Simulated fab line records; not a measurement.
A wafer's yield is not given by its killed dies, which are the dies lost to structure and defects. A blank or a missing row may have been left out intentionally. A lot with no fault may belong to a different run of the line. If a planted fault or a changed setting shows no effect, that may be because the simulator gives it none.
fab line records + flow berkeley-cmos170
[record]
- lots = 6
- wafers = 18
- last-day = 12
route steps=331 shown FIELD@89 SACOX@97 SCREENOX@100
lots untouched by any fault: they come from a run of this same line in which no faults occurred
start-h: hours from the record's opening day to when the first of the lot's shown wafers began + wait-h: hours elapsed since this lot's preceding step + " repeats the value in the row above + L1.1+2: several wafers, shown together as one row + - no value, or no start given + * or withheld: withheld + < > ~ a bound
route shown NAME@n: names a module that has steps shown in the file, with the first one's number in the route + usual: mean/standard deviation taken from wafers without a fault + same: alike in all rows + chamber/n: place in a boat + sites: each site's reading + _std_site: the standard deviation of these + _edge_site: the outer-site mean with the inner-site mean subtracted + radius-mm: for every site, how far away it sits from the centre of the wafer + mask NAME#n: copy n + behind: the last tool/chamber to shape the wafer + hold: cause of the lot's hold/its duration in hours/its outcome + device: whichever transistor did not switch (one of n, p or np) + end of line: tests of these same wafers at the route's end + for a step that has no rows: nothing shown but its recipe + killed: at the first sort, the dies lost to defects and structure; wafer yield is something else + map: a wafer's dies, marking killed ones x, the rest . and places with no die _
set.NAME: the setting the step ran with; set.NAME@STEP: the setting that earlier step ran with + model.NAME: the simulator's own value behind a step, which no gauge read
lots seen at some steps along the route; tables by step, rows by wafer
services: when a tool's chamber went out of use (start-h, in hours from the record's first day, below 0 if earlier), for how many hours, and the reason
[[steps]]
[step UCB170_FIELD_CLEAN_00]
[recipe]
- chemistry = dHF
- dilution = 25:1
- time-s = 7.5
[step UCB170_FIELD_OXIDATION_01]
[recipe]
- temp-c = 1000
- ambient = H2O
- p-h2o-torr = 584.62
- target-thk-a = 5583
- ox-time-s = 7200
[step UCB170_FIELD_THK_MEAS_02]
[recipe]
- reads = SiO2_of_FIELD_OXIDATION_01
[usual]
- FIELD_OXIDE_THK = 559/10
| lot.wafer | tool          | chamber | start-h | wait-h | FIELD_OXIDE_THK[nm] |
|-----------|---------------|---------|---------|--------|---------------------|
| L872.2    | film-metro-01 | -       | 110.57  | 0.0    | 563                 |
| L872.4    | "             | -       | "       | "      | 563                 |
| L872.6    | "             | -       | "       | "      | 566                 |
| L883.1    | film-metro-04 | -       | 159.45  | 0.0    | 565                 |
| L883.3    | "             | -       | "       | "      | 565                 |
| L883.5    | "             | -       | "       | "      | 565                 |
| L888.1    | film-metro-03 | -       | 159.45  | 0.0    | 574                 |
| L888.3    | "             | -       | "       | "      | 559                 |
| L888.5    | "             | -       | "       | "      | 572                 |
| L889.3    | film-metro-01 | -       | 159.47  | 0.0    | 560                 |
| L889.4    | "             | -       | "       | "      | 574                 |
| L889.5    | "             | -       | "       | "      | 571                 |
| L893.3    | film-metro-01 | -       | 192.96  | 0.0    | 539                 |
| L893.4    | "             | -       | "       | "      | 538                 |
| L893.6    | "             | -       | "       | "      | 544                 |
| L894.3    | film-metro-03 | -       | 200.71  | 0.0    | 550                 |
| L894.4    | "             | -       | "       | "      | 547                 |
| L894.5    | "             | -       | "       | "      | 556                 |
[step UCB170_FIELD_ANNEAL_03]
[recipe]
- temp-c = 1000
- time-s = 1200
- ambient = N2
[step UCB170_FIELD_WET_ETCH_04]
[recipe]
- chemistry = dHF
- dilution = 10:1
- target = SiO2
- temp-c = 25
- time-s = 60
[step UCB170_FIELD_WET_ETCH_05]
[recipe]
- chemistry = H3PO4
- target = Si3N4
- temp-c = 160
- time-s = 12600
[step UCB170_FIELD_WET_ETCH_06]
[recipe]
- chemistry = BOE
- dilution = 5:1
- target = SiO2
- temp-c = 25
- time-s = 22
[step UCB170_FIELD_THK_MEAS_90]
[recipe]
- reads = SiO2_of_FIELD_OXIDATION_01
[usual]
- FIELD_OXIDE_LEFT_1_THK = 443/10
| lot.wafer | tool          | chamber | start-h | wait-h | FIELD_OXIDE_LEFT_1_THK[nm] |
|-----------|---------------|---------|---------|--------|----------------------------|
| L872.2    | film-metro-03 | -       | 118.69  | 0.0    | 446                        |
| L872.4    | "             | -       | "       | "      | 446                        |
| L872.6    | "             | -       | "       | "      | 448                        |
| L883.1    | film-metro-03 | -       | 167.04  | 0.0    | 448                        |
| L883.3    | "             | -       | "       | "      | 447                        |
| L883.5    | "             | -       | "       | "      | 448                        |
| L888.1    | film-metro-04 | -       | 167.04  | 0.0    | 456                        |
| L888.3    | "             | -       | "       | "      | 442                        |
| L888.5    | "             | -       | "       | "      | 455                        |
| L889.3    | film-metro-01 | -       | 167.06  | 0.0    | 445                        |
| L889.4    | "             | -       | "       | "      | 458                        |
| L889.5    | "             | -       | "       | "      | 456                        |
| L893.3    | film-metro-04 | -       | 202.09  | 0.0    | 424                        |
| L893.4    | "             | -       | "       | "      | 421                        |
| L893.6    | "             | -       | "       | "      | 428                        |
| L894.3    | film-metro-04 | -       | 209.11  | 0.0    | 434                        |
| L894.4    | "             | -       | "       | "      | 431                        |
| L894.5    | "             | -       | "       | "      | 440                        |
[step UCB170_SACOX_CLEAN_00]
[recipe]
- chemistry = dHF
- dilution = 25:1
- time-s = 7.5
[step UCB170_SACOX_OXIDATION_01]
[recipe]
- temp-c = 900
- ambient = O2
- target-thk-a = 144
- ox-time-s = 2400
[step UCB170_SACOX_THK_MEAS_02]
[recipe]
- reads = SiO2_of_SACOX_OXIDATION_01
[usual]
- SACOX_OXIDE_THK = 14.5/0.33
| lot.wafer | tool          | chamber | start-h | wait-h | SACOX_OXIDE_THK[nm] |
|-----------|---------------|---------|---------|--------|---------------------|
| L872.2    | film-metro-02 | -       | 122.73  | 0.1    | 14.5                |
| L872.4    | "             | -       | "       | "      | 14.5                |
| L872.6    | "             | -       | "       | "      | 14.7                |
| L883.1    | film-metro-04 | -       | 171.11  | 0.0    | 14.8                |
| L883.3    | "             | -       | "       | "      | 14.9                |
| L883.5    | "             | -       | "       | "      | 14.8                |
| L888.1    | film-metro-02 | -       | 171.11  | 0.0    | 14.5                |
| L888.3    | "             | -       | "       | "      | 14.8                |
| L888.5    | "             | -       | "       | "      | 14.5                |
| L889.3    | film-metro-03 | -       | 171.13  | 0.0    | 14.7                |
| L889.4    | "             | -       | "       | "      | 14.3                |
| L889.5    | "             | -       | "       | "      | 14.5                |
| L893.3    | film-metro-02 | -       | 204.88  | 0.0    | 14.0                |
| L893.4    | "             | -       | "       | "      | 14.0                |
| L893.6    | "             | -       | "       | "      | 14.3                |
| L894.3    | film-metro-03 | -       | 213.39  | 0.0    | 14.3                |
| L894.4    | "             | -       | "       | "      | 14.3                |
| L894.5    | "             | -       | "       | "      | 14.2                |
[step UCB170_SCREENOX_WET_ETCH_00]
[recipe]
- chemistry = dHF
- dilution = 25:1
- target = SiO2
- temp-c = 25
- time-s = 200
[step UCB170_SCREENOX_OXIDATION_01]
[recipe]
- temp-c = 900
- ambient = O2
- target-thk-a = 144
- ox-time-s = 2400
[usual]
- ox-temp-c = 900.1/0.37
- ox-temp-c-max = 903.4/0.77
- ox-time-s = 2400/0
- zone-power-centre-pct = 44/6.2
| lot.wafer | tool       | chamber | start-h | wait-h | ox-temp-c | ox-temp-c-max | ox-time-s | zone-power-centre-pct |
|-----------|------------|---------|---------|--------|-----------|---------------|-----------|-----------------------|
| L872.2    | furnace-03 | 0       | 123.83  | 1.0    | 900.4     | 905.3         | 2400      | 35                    |
| L872.4    | "          | 0       | "       | "      | 900.7     | 904.1         | 2400      | 35                    |
| L872.6    | "          | 0       | "       | "      | 900.2     | 903.8         | 2400      | 36                    |
| L883.1    | furnace-01 | -       | 176.54  | 2.3    | -         | -             | -         | -                     |
| L883.3    | "          | -       | "       | "      | -         | -             | -         | -                     |
| L883.5    | "          | -       | "       | "      | -         | -             | -         | -                     |
| L888.1    | furnace-01 | -       | 176.54  | 2.3    | -         | -             | -         | -                     |
| L888.3    | "          | -       | "       | "      | -         | -             | -         | -                     |
| L888.5    | "          | -       | "       | "      | -         | -             | -         | -                     |
| L889.3    | furnace-01 | 0       | 176.54  | 2.3    | 900.0     | 902.5         | 2400      | 48                    |
| L889.4    | "          | 0       | "       | "      | 900.2     | 903.5         | 2400      | 48                    |
| L889.5    | "          | 0       | "       | "      | 899.7     | 902.7         | 2400      | 47                    |
| L893.3    | furnace-01 | 0       | 209.06  | 4.1    | 899.8     | 902.4         | 2400      | 48                    |
| L893.4    | "          | 0       | "       | "      | 900.1     | 903.6         | 2400      | 48                    |
| L893.6    | "          | 0       | "       | "      | 899.6     | 902.2         | 2400      | 48                    |
| L894.3    | furnace-02 | 0       | 217.51  | 2.8    | 899.8     | 902.9         | 2400      | 49                    |
| L894.4    | "          | 0       | "       | "      | 900.1     | 904.4         | 2400      | 49                    |
| L894.5    | "          | 0       | "       | "      | 900.2     | 903.1         | 2400      | 49                    |
[[services]]
| tool       | chamber | start-h | hours | kind |
|------------|---------|---------|-------|------|
| furnace-02 | -       | 172.19  | 3.5   | pm   |
| furnace-03 | -       | 172.55  | 7.9   | pm   |
| furnace-02 | -       | 182.74  | 4.9   | pm   |
| furnace-01 | -       | 196.78  | 3.1   | pm   |
| furnace-02 | -       | 197.35  | 18.8  | pm   |
[[key]]
[first-sign]
- step = UCB170_SCREENOX_OXIDATION_01
- reading = tool-record
- direction = missing
effect none on later readings
met-at UCB170_SCREENOX_OXIDATION_01
struck-wafers L883.1,L883.3,L883.5,L888.1,L888.3,L888.5
later-rows-left-out L883.1,L883.3,L883.5,L888.1,L888.3,L888.5
sort-left-out L883.1,L883.3,L883.5,L888.1,L888.3,L888.5
tester-left-out L883,L888
[fault]
- kind = skipped-step-whole
- tool = furnace-01
- chamber = -
- onset-h = 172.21
- steps = UCB170_SCREENOX_OXIDATION_01
- scope = struck-lots-only
// tester-left-out: of these lots the tester's yield and bins aren't shown, on N5 and GAA mostly nor the transistor test; their killed dies are dies lost to structure and defects alone, not to doping, threshold or leakage, so they don't give the yield
// sort-left-out: the simulated sort isn't trusted on such a fault, so these wafers' sort isn't shown, and their yield isn't known
// later-rows-left-out: the simulator's readings of these wafers behind a module that went badly wrong aren't trusted and aren't shown, but for the sort
